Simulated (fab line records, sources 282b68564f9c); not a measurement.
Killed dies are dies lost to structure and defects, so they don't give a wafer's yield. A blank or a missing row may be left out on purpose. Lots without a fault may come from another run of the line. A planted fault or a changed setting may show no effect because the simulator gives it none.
Which tool did it? | flow rit_cmos | 14 lots, 42 wafers sampled, at 2 steps of a route of 202

WHAT THE GAUGES READ, wafer by wafer
RIT_M1_CD_MEAS_09: target cd 2600 nm. Usual: cd_nm 2600.0 nm, standard deviation 2.5.
lot  | measured    | on        | cd_nm (nm)           | flag
L316 | day 3 17:44 | cd_sem-02 | 2594.7 2596.7 2598.2 |
L317 | day 3 23:08 | cd_sem-02 | 2600.5 2602.1 2601.0 |
L318 | day 4 02:51 | cd_sem-02 | 2597.3 2596.7 2597.3 |
L319 | day 4 05:37 | cd_sem-02 | 2598.4 2600.1 2598.1 |
L321 | day 4 22:57 | cd_sem-02 | 2604.1 2603.0 2604.1 |
L322 | day 5 07:01 | cd_sem-02 | 2597.6 2597.9 2598.9 |
L323 | day 5 07:15 | cd_sem-02 | 2599.5 2599.9 2599.8 |
L324 | day 5 11:52 | cd_sem-02 | 2598.8 2597.1 2596.9 |
L325 | day 5 19:03 | cd_sem-02 | 2601.8 2601.2 2601.4 |
L331 | day 7 09:50 | cd_sem-02 | 2598.8 2598.0 2597.4 |
L332 | day 7 19:46 | cd_sem-01 | 2579.4 2581.0 2579.5 | OFF
L334 | day 7 20:05 | cd_sem-02 | 2576.4 2577.7 2577.3 | OFF
L333 | day 7 20:08 | cd_sem-01 | 2599.1 2599.6 2601.1 |
L337 | day 8 07:04 | cd_sem-02 | 2603.1 2604.7 2603.1 |

WHICH TOOL RAN EACH LOT (tool, then ch and the chambers of the sampled wafers, then the start)
lot  | RIT_M1_DEVELOP_08
L316 | litho_track-02 ch 0, day 3 17:00
L317 | litho_track-03 ch 0, day 3 22:00
L318 | litho_track-03 ch 0, day 4 02:00
L319 | litho_track-04 ch 0, day 4 05:00
L321 | litho_track-02 ch 0, day 4 22:00
L322 | litho_track-03 ch 0, day 5 06:00
L323 | litho_track-04 ch 0, day 5 07:00
L324 | litho_track-02 ch 0, day 5 11:00
L325 | litho_track-02 ch 0, day 5 18:00
L331 | litho_track-04 ch 0, day 7 09:00
L332 | litho_track-03 ch 0, day 7 19:00
L334 | litho_track-03 ch 0, day 7 19:00
L333 | litho_track-04 ch 0, day 7 19:00
L337 | litho_track-02 ch 0, day 8 06:00
- RIT_M1_DEVELOP_08: develop time 68 s.

WHAT THE TOOLS THEMSELVES READ (means of the sampled wafers that have a number; where no wafer has one, the mark that the record gives instead)
RIT_M1_DEVELOP_08. Usual: resist_line_temp_C 23.00 C, standard deviation 0.1.
lot  | tool           | resist_line_temp_C (C) | flag
L316 | litho_track-02 | 22.85                  |
L317 | litho_track-03 | 23.10                  |
L318 | litho_track-03 | 22.94                  |
L319 | litho_track-04 | 23.01                  |
L321 | litho_track-02 | 23.03                  |
L322 | litho_track-03 | 23.04                  |
L323 | litho_track-04 | 23.01                  |
L324 | litho_track-02 | 23.07                  |
L325 | litho_track-02 | 23.01                  |
L331 | litho_track-04 | 23.10                  |
L332 | litho_track-03 | 22.95                  |
L334 | litho_track-03 | 23.05                  |
L333 | litho_track-04 | 23.09                  |
L337 | litho_track-02 | 23.03                  |

THE ANSWER, worked out from the rows above alone
Rule: a lot is off if the mean of its wafers that have a number lies more than 3 standard deviations from the usual mean. A lot without any number at a reading at which 4 lots or more have one is off too. The other lots that the step has rows for count as sound. The gauges are gone through in route order, then the tools' own readings, and for those a lot's mean is taken as printed above. The first step at which some lot is off is used, and at that step the reading that is off furthest; a lot without a number counts as furthest.
Off: L332, L334, at RIT_M1_CD_MEAS_09 (cd_nm).
A tool fits if, at a process step before that reading, it ran every lot that is off, and no sound lot after the first of them. The gauges at RIT_M1_CD_MEAS_09 are tried like those tools. One fits: litho_track-03 at RIT_M1_DEVELOP_08. Its last sound lot is L322 (day 5 06:00), its first lot that is off L332 (day 7 19:00): a fault that began between those two fits.

WHAT THE SIMULATOR HAD PUT IN
Process parameter drift: litho_track-03, from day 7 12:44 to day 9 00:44, at RIT_M1_DEVELOP_08. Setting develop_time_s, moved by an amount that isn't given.
Lots struck among those shown: L332, L334. The rule above found the same.
